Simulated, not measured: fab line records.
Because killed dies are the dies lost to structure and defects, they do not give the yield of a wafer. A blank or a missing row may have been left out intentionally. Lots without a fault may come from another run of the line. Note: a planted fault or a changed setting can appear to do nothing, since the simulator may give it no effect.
Tool commonality check + flow berkeley cmos170 + 27 wafers sampled across 9 lots

## REASON IT WAS OPENED
On 2 of the 9 lots, a flag is raised at UCB170_V1_CD_MEAS_90 on the reading cd nm. Fault-free wafers read 699.4 nm, with a standard deviation of 1.4.
Rule: a lot is flagged in two cases, either no wafer of it has a number, or all its wafers with numbers fall more than 4 standard deviations from that mean. All remaining lots are regarded as sound.

| lot  | measured     | on        | cd nm (nm), wafer by wafer | flag    |
|------|--------------|-----------|----------------------------|---------|
| L384 | day 8 23:03  | cd sem-02 | 698.7 699.7 699.2          |         |
| L383 | day 9 03:11  | cd sem-02 | 698.2 699.7 698.7          |         |
| L393 | day 10 12:56 | cd sem-02 | 710.9 714.2 714.1          | FLAGGED |
| L396 | day 11 13:16 | cd sem-02 | 711.4 708.2 708.1          | FLAGGED |
| L398 | day 12 04:26 | cd sem-02 | 699.1 698.0 698.1          |         |
| L397 | day 12 06:16 | cd sem-02 | 697.5 700.1 698.8          |         |
| L401 | day 12 12:47 | cd sem-01 | 697.9 696.9 697.1          |         |
| L400 | day 12 12:52 | cd sem-02 | 697.6 697.2 698.1          |         |
| L404 | day 12 18:35 | cd sem-01 | 698.4 699.8 699.2          |         |
On average the flagged lots' numbers are 711.1 nm, which is +11.8 nm against the usual, or +8 standard deviations.

## WHICH TOOL EACH LOT WENT THROUGH
The record holds 2 process steps before the reading, out of a route of 331 steps. Each cell gives the tool, then ch followed by the chambers the sampled wafers passed through, then the start.
| lot  | flag    | UCB170_V1_ETCH_14                  | UCB170_V1_STRIP_15                   |
|------|---------|------------------------------------|--------------------------------------|
| L384 |         | rie diel-02 ch 0,1,2, day 8 22:46  | plasma asher-04 ch 0,1, day 8 22:57  |
| L383 |         | rie diel-04 ch 0,1,2, day 9 02:53  | plasma asher-02 ch 0,1, day 9 03:04  |
| L393 | FLAGGED | rie diel-02 ch 0,1,2, day 10 12:38 | plasma asher-04 ch 0, day 10 12:49   |
| L396 | FLAGGED | rie diel-02 ch 1,2, day 11 12:59   | plasma asher-01 ch 0,1, day 11 13:10 |
| L398 |         | rie diel-04 ch 0,1,2, day 12 04:07 | plasma asher-02 ch 0,1, day 12 04:20 |
| L397 |         | rie diel-04 ch 0,1,2, day 12 05:56 | plasma asher-04 ch 0,1, day 12 06:09 |
| L401 |         | rie diel-03 ch 0,3, day 12 12:28   | plasma asher-04 ch 0,1, day 12 12:39 |
| L400 |         | rie diel-04 ch 0,3, day 12 12:35   | plasma asher-02 ch 0,1, day 12 12:46 |
| L404 |         | rie diel-03 ch 0,1, day 12 18:17   | plasma asher-02 ch 0,1, day 12 18:28 |
What is done by these steps:
- UCB170_V1_ETCH_14: etches SiO2 in CHF3/CF4/Ar, stops on Al, target depth 1250 nm, time 291 s.
- UCB170_V1_STRIP_15: strips in O2.
- UCB170_V1_CD_MEAS_90: target cd 700 nm.

## FLAGGED OVER TOTAL, TOOL BY TOOL (the gauges that took the reading come last)
| step                 | tool            | lots run | flagged | share of the flagged lots | sound lots run after its first flagged lot |
|----------------------|-----------------|----------|---------|---------------------------|--------------------------------------------|
| UCB170_V1_ETCH_14    | rie diel-02     | 3        | 2       | all                       | 0                                          |
| UCB170_V1_ETCH_14    | rie diel-03     | 2        | 0       | none                      | -                                          |
| UCB170_V1_ETCH_14    | rie diel-04     | 4        | 0       | none                      | -                                          |
| UCB170_V1_STRIP_15   | plasma asher-01 | 1        | 1       | some                      | 0                                          |
| UCB170_V1_STRIP_15   | plasma asher-02 | 4        | 0       | none                      | -                                          |
| UCB170_V1_STRIP_15   | plasma asher-04 | 4        | 1       | some                      | 2 (L397,L401)                              |
| UCB170_V1_CD_MEAS_90 | cd sem-01       | 2        | 0       | none                      | -                                          |
| UCB170_V1_CD_MEAS_90 | cd sem-02       | 7        | 2       | all                       | 3 (L398,L397,L400)                         |

## WHAT IS ALLOWED BY THE TABLE
rie diel-02 at UCB170_V1_ETCH_14 and cd sem-02 at UCB170_V1_CD_MEAS_90 are the 2 rows of the table that ran each flagged lot.
- rie diel-02 at UCB170_V1_ETCH_14 ran 3 lots, 2 of them flagged. A fault beginning between L384 (day 8 22:46), its last sound lot, and L393 (day 10 12:38), its first flagged one, fits the data. Its own readings lie more than 4 standard deviations out on every wafer of the flagged lots: rf fwd power W.
- cd sem-02 at UCB170_V1_CD_MEAS_90 ran 7 lots, 2 of them flagged. Sound lots followed the first flagged one (L398, L397, L400) on it, something a lasting fault affecting the whole tool could not allow.
One tool is left: rie diel-02 at UCB170_V1_ETCH_14.

## WHAT WAS PUT IN BY THE SIMULATOR
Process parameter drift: rie diel-02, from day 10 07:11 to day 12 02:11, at UCB170_V1_ETCH_14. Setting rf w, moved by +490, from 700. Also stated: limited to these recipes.
Shown lots that were struck: L393, L396. The same result came from the rule above.
